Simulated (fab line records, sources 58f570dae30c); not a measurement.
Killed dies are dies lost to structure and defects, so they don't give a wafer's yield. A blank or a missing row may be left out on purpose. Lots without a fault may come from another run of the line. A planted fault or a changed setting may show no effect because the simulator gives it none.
A struck lot beside a sound one | flow berkeley_cmos170 | 43 steps out of a route of 331
Sound: wafers L109.4, L109.5, L109.6. Struck: wafers L110.2, L110.5. (L110.6 of the same lot was not struck and is left out.) The cause comes at the end.
At each step with rows: each side's tool, then ch and its chambers, then its first start. Under that, the readings that differ: sound wafers | struck wafers | difference of the means | sigmas: that difference in standard deviations of wafers without a fault.
alike: readings whose means differ by less than 2 such deviations, and words and numbers that are the same on both sides. not compared: withheld readings, readings that some wafer has no value for, bounds like >300 that may hide the same value, and numbers for which the record gives no deviation and whose values overlap.
The two part at a step that has a row with sigmas, a row that says differs or no value, or rows on one side only. Numbers that don't overlap but have no deviation are shown without sigmas and don't part them. A reading that every wafer of one side lacks parts them only if that side has two wafers or more.

first, 5 steps without rows for these wafers: UCB170_NLDD_COAT_01 (resist thk 900 nm); UCB170_NLDD_SOFTBAKE_02 (time 60 s); UCB170_NLDD_EXPOSE_03 (exposes mask NSELECT, target cd 1200 nm); UCB170_NLDD_PEB_04; UCB170_NLDD_DEVELOP_05 (develop time 45 s).
UCB170_NLDD_CD_MEAS_06: target cd 1200 nm.
  sound on cd_sem-02, day 7 22:04; struck on cd_sem-02, day 7 22:14
  alike: cd_nm
UCB170_NLDD_OVL_MEAS_07:
  sound on overlay-02, day 7 22:08; struck on overlay-02, day 7 22:20
  reading       | sound | struck | difference | sigmas
  NLDD_OVL (nm) | 4 0 7 | -8 -9  | -12        | -2
then, 2 steps without rows for these wafers: UCB170_NLDD_IMPLANT_08; UCB170_NLDD_IMPLANT_09.
UCB170_NLDD_STRIP_10: strips in O2.
  sound on plasma_asher-01 ch 0,1, day 7 22:30; struck on plasma_asher-02 ch 1, day 7 22:40
  reading                      | sound             | struck      | difference | sigmas
  oes_product_au (a.u.)        | 0.732 0.728 0.731 | 0.739 0.743 | +0.011     | +2
  strip_time_to_endpoint_s (s) | 21.68 21.72 21.72 | 21.54 21.57 | -0.15      | -3
  alike: drypump_motor_current_A
  not compared: rf_hours_counter_h
UCB170_NLDD_TW_MEAS_11:
  sound on film_metro-02, day 7 22:35; struck on film_metro-01, day 7 22:46
  reading | sound          | struck    | difference | sigmas
  NLDD_TW | 2241 2229 2234 | 2204 2204 | -31        | -2
then, 1 step without rows for these wafers: UCB170_NLDD_CLEAN_12 (cleans in SPM, time 600 s).
UCB170_SPACER_CVD_00: deposits SiO2 from TEOS/O2, target thk 376 nm, time 47 s.
  sound on pecvd-02 ch 0,1,2, day 7 22:56; struck on pecvd-03 ch 1, day 7 23:16
  alike: heater_power_w, pressure_mtorr
  not compared: since_wet_clean_h
UCB170_SPACER_THK_MEAS_01:
  sound on film_metro-02, day 7 22:59; struck on film_metro-02, day 7 23:19
  alike: SPACER_TEOS_THK
then, 1 step without rows for these wafers: UCB170_SPACER_ANNEAL_02 (time 1800 s).
UCB170_SPACER_ETCHBACK_03: etches SiO2 in CHF3/CF4/Ar, stops on Si, target depth 376 nm, time 100 s.
  sound on rie_diel-01 ch 2,3, day 8 02:25; struck on rie_diel-04 ch 1,2, day 8 02:25
  alike: drypump_motor_current_A, oes_product_au, throttle_valve_pct
  not compared: rf_hours_counter_h
then, 6 steps without rows for these wafers: UCB170_PSD_HMDS_00 (prime time 60 s); UCB170_PSD_COAT_01 (resist thk 900 nm); UCB170_PSD_SOFTBAKE_02 (time 60 s); UCB170_PSD_EXPOSE_03 (exposes mask PSELECT MOD, target cd 1200 nm); UCB170_PSD_PEB_04; UCB170_PSD_DEVELOP_05 (develop time 45 s).
UCB170_PSD_CD_MEAS_06: target cd 1200 nm.
  sound on cd_sem-01, day 8 03:50; struck on cd_sem-02, day 8 03:50
  alike: cd_nm
UCB170_PSD_OVL_MEAS_07:
  sound on overlay-01, day 8 03:55; struck on overlay-02, day 8 03:56
  alike: PSD_OVL
then, 1 step without rows for these wafers: UCB170_PSD_IMPLANT_08.
UCB170_PSD_STRIP_09: strips in O2.
  sound on plasma_asher-04 ch 0,1, day 8 04:07; struck on plasma_asher-03 ch 0,1, day 8 04:07
  alike: drypump_motor_current_A, oes_product_au, strip_time_to_endpoint_s
  not compared: rf_hours_counter_h
UCB170_PSD_TW_MEAS_10:
  sound on film_metro-04, day 8 04:13; struck on film_metro-02, day 8 04:14
  alike: PSD_TW
then, 7 steps without rows for these wafers: UCB170_PSD_CLEAN_11 (cleans in SPM, time 600 s); UCB170_NSD_HMDS_00 (prime time 60 s); UCB170_NSD_COAT_01 (resist thk 900 nm); UCB170_NSD_SOFTBAKE_02 (time 60 s); UCB170_NSD_EXPOSE_03 (exposes mask NSELECT MOD, target cd 1200 nm); UCB170_NSD_PEB_04; UCB170_NSD_DEVELOP_05 (develop time 45 s).
UCB170_NSD_CD_MEAS_06: target cd 1200 nm.
  sound on cd_sem-02, day 8 05:19; struck on cd_sem-01, day 8 05:33
  alike: cd_nm
UCB170_NSD_OVL_MEAS_07:
  sound on overlay-02, day 8 05:23; struck on overlay-01, day 8 05:40
  reading      | sound  | struck  | difference | sigmas
  NSD_OVL (nm) | 9 -1 7 | -12 -10 | -16        | -3
then, 1 step without rows for these wafers: UCB170_NSD_IMPLANT_08.
UCB170_NSD_STRIP_09: strips in O2.
  sound on plasma_asher-01 ch 0,1, day 8 05:35; struck on plasma_asher-02 ch 0,1, day 8 05:50
  alike: drypump_motor_current_A, oes_product_au, strip_time_to_endpoint_s
  not compared: rf_hours_counter_h
UCB170_NSD_TW_MEAS_10:
  sound on film_metro-01, day 8 05:41; struck on film_metro-01, day 8 05:57
  alike: NSD_TW
then, 3 steps without rows for these wafers: UCB170_NSD_CLEAN_11 (cleans in SPM, time 600 s); UCB170_BACKSIDE_HMDS_00 (prime time 60 s); UCB170_BACKSIDE_COAT_01 (resist thk 900 nm).
UCB170_M3_PROBE_99:
  the record has rows for the struck wafers here (prober-01, day 9 08:44) and none for the sound ones

WHERE THEY PART
First at UCB170_NLDD_OVL_MEAS_07; last, within this record, at UCB170_M3_PROBE_99.

WHY: what the simulator had put in
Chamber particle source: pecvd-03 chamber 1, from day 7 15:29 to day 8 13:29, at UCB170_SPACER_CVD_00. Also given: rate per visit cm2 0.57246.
